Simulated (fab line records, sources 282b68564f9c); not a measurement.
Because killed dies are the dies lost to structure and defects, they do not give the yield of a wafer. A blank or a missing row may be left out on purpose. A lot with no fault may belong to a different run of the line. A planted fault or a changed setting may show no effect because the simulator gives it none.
A struck lot beside a sound one | flow ritCmos | 39 out of 202 route steps
Sound: wafers L525.4, L525.5, L525.6. Wafers L537.2, L537.3, L537.4 were the ones struck. Last of all comes the cause.
Each step with rows lists, per side, the tool, then ch with its chambers, then its first start. Under that, the readings that differ: sound wafers | struck wafers | difference of the means | sigmas: that difference in standard deviations of wafers without a fault.
alike: a reading whose means differ by less than 2 such deviations, as well as words and numbers matching on both sides. not compared: withheld readings; readings where some wafer has no value; bounds like >300 that might hide an equal value; numbers whose values overlap and for which the record gives no deviation.
The two part at a step that has a row with sigmas, a row that says differs or no value, or rows on one side only. Numbers that have no deviation but don't overlap get no sigmas and don't part them. Lack of a reading on every wafer of one side parts them only where that side has two or more wafers.

first, 3 steps without rows for these wafers: RIT_GATE_EXPOSE_13 (exposes mask M6, target cd 150 nm); RIT_GATE_PEB_14; RIT_GATE_DEVELOP_15 (develop time 50 s).
RIT_GATE_CD_MEAS_16: target cd 150 nm.
  struck on cdSem-01, day 5 18:30; sound on cdSem-02, day 3 08:50
  alike: cdNm
RIT_GATE_OVL_MEAS_17:
  struck on overlay-01, day 5 18:36; sound on overlay-01, day 3 08:55
  alike: GATE_OVL
then, 1 step without rows for these wafers: RIT_GATE_HARDBAKE_18 (time 60 s).
RIT_GATE_ETCH_19: etches poly-Si in SF6/CHF3/O2, stops on SiO2, time 165 s, target depth 312.5 nm.
  sound on rieSi-02 ch 0,2,3, day 3 09:05; struck on rieSi-02 ch 0,1,3, day 5 18:47
  alike: SF6_flow_sccm, drypumpMotorCurrentA, oesProductAu, throttleValvePct
  not compared: rfHoursCounterH
RIT_GATE_STRIP_20: strips in O2, time 180 s.
  sound on plasmaAsher-03 ch 0,1, day 3 09:15; struck on plasmaAsher-04 ch 0,1, day 5 18:53
  alike: drypumpMotorCurrentA
  not compared: rfHoursCounterH
RIT_GATE_CD_MEAS_90: target cd 150 nm.
  struck on cdSem-01, day 5 19:05; sound on cdSem-02, day 3 09:26
  alike: cdNm
then, 3 steps without rows for these wafers: RIT_REOX_CLEAN_00 (cleans in SC1, time 600 s); RIT_REOX_CLEAN_01 (cleans in dHF, time 30 s); RIT_REOX_CLEAN_02 (cleans in SC2, time 600 s).
RIT_REOX_OXIDATION_03: target thk 25.2 nm, ox time 5580 s.
  sound on furnace-03 ch 0, day 3 11:38; struck on furnace-03 ch 0, day 5 21:20
reading                                    | sound             | struck            | difference | sigmas
spikeTcCentreC (C)                         | 904.2 904.3 905.2 | 915.1 915.8 915.0 | +10.7      | +4
spikeTcLoadC (C)                           | 927.7 931.0 930.6 | 937.0 937.8 939.4 | +8.3       | +5
spikeTcSourceC (C)                         | 922.9 924.8 925.1 | 933.8 933.8 934.1 | +9.6       | +6
model.SiO2_of_REOX_OXIDATION_03.thkNm (nm) | 25.21 25.25 24.84 | 27.67 27.89 27.46 | +2.57      | 
RIT_REOX_THK_MEAS_04:
  struck on filmMetro-02, day 5 23:54; sound on filmMetro-03, day 3 14:13
reading             | sound          | struck         | difference | sigmas
REOX_OXIDE_THK (nm) | 25.2 25.3 24.9 | 27.7 27.9 27.5 | +2.6       | +4
then, 6 steps without rows for these wafers: RIT_NLDD_HMDS_00 (prime time 60 s); RIT_NLDD_COAT_01 (resist thk 1000 nm); RIT_NLDD_SOFTBAKE_02 (time 60 s); RIT_NLDD_EXPOSE_03 (exposes mask M7, target cd 40700 nm); RIT_NLDD_PEB_04; RIT_NLDD_DEVELOP_05 (develop time 50 s).
RIT_NLDD_OVL_MEAS_06:
  struck on overlay-02, day 6 01:05; sound on overlay-02, day 3 15:22
  alike: NLDD_OVL
then, 2 steps without rows for these wafers: RIT_NLDD_HARDBAKE_07 (time 60 s); RIT_NLDD_IMPLANT_08.
RIT_NLDD_STRIP_09: strips in O2, time 180 s.
  sound on plasmaAsher-04 ch 0,1, day 3 15:44; struck on plasmaAsher-02 ch 0,1, day 6 01:28
  alike: drypumpMotorCurrentA
  not compared: rfHoursCounterH
RIT_NLDD_TW_MEAS_10:
  struck on filmMetro-03, day 6 01:39; sound on filmMetro-03, day 3 15:53
  alike: NLDD_TW
then, 6 steps without rows for these wafers: RIT_PLDD_HMDS_00 (prime time 60 s); RIT_PLDD_COAT_01 (resist thk 1000 nm); RIT_PLDD_SOFTBAKE_02 (time 60 s); RIT_PLDD_EXPOSE_03 (exposes mask M8, target cd 40900 nm); RIT_PLDD_PEB_04; RIT_PLDD_DEVELOP_05 (develop time 50 s).
RIT_PLDD_OVL_MEAS_06:
  struck on overlay-01, day 6 02:33; sound on overlay-01, day 3 16:54
  alike: PLDD_OVL
then, 2 steps without rows for these wafers: RIT_PLDD_HARDBAKE_07 (time 60 s); RIT_PLDD_IMPLANT_08.
RIT_PLDD_STRIP_09: strips in O2, time 180 s.
  sound on plasmaAsher-01 ch 0,1, day 3 17:17; struck on plasmaAsher-02 ch 0,1, day 6 02:53
  alike: drypumpMotorCurrentA
  not compared: rfHoursCounterH
RIT_PLDD_TW_MEAS_10:
  struck on filmMetro-03, day 6 03:04; sound on filmMetro-01, day 3 17:26
  alike: PLDD_TW
RIT_SPACER_CLEAN_00: cleans in SC1, time 600 s.
  sound on wetBench-03 ch 3, day 3 17:28; struck on wetBench-02 ch 2, day 6 03:07
reading                                    | sound            | struck            | difference | sigmas
model.SiO2_of_REOX_OXIDATION_03.thkNm (nm) | 23.26 23.3 22.92 | 25.57 25.75 25.37 | +2.40      | 
then, 2 steps without rows for these wafers: RIT_SPACER_CLEAN_01 (cleans in dHF, time 30 s); RIT_M1_PROBE_99.

== WHERE THEY PART ==
At RIT_REOX_OXIDATION_03 first; at RIT_REOX_THK_MEAS_04 last (within this record only). Later steps at which nothing parts them and some readings are alike: RIT_NLDD_OVL_MEAS_06, RIT_NLDD_STRIP_09, RIT_NLDD_TW_MEAS_10, RIT_PLDD_OVL_MEAS_06, RIT_PLDD_STRIP_09, RIT_PLDD_TW_MEAS_10.

WHY: what the simulator had put in
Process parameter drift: furnace-03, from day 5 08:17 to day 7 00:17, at RIT_REOX_OXIDATION_03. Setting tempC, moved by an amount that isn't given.
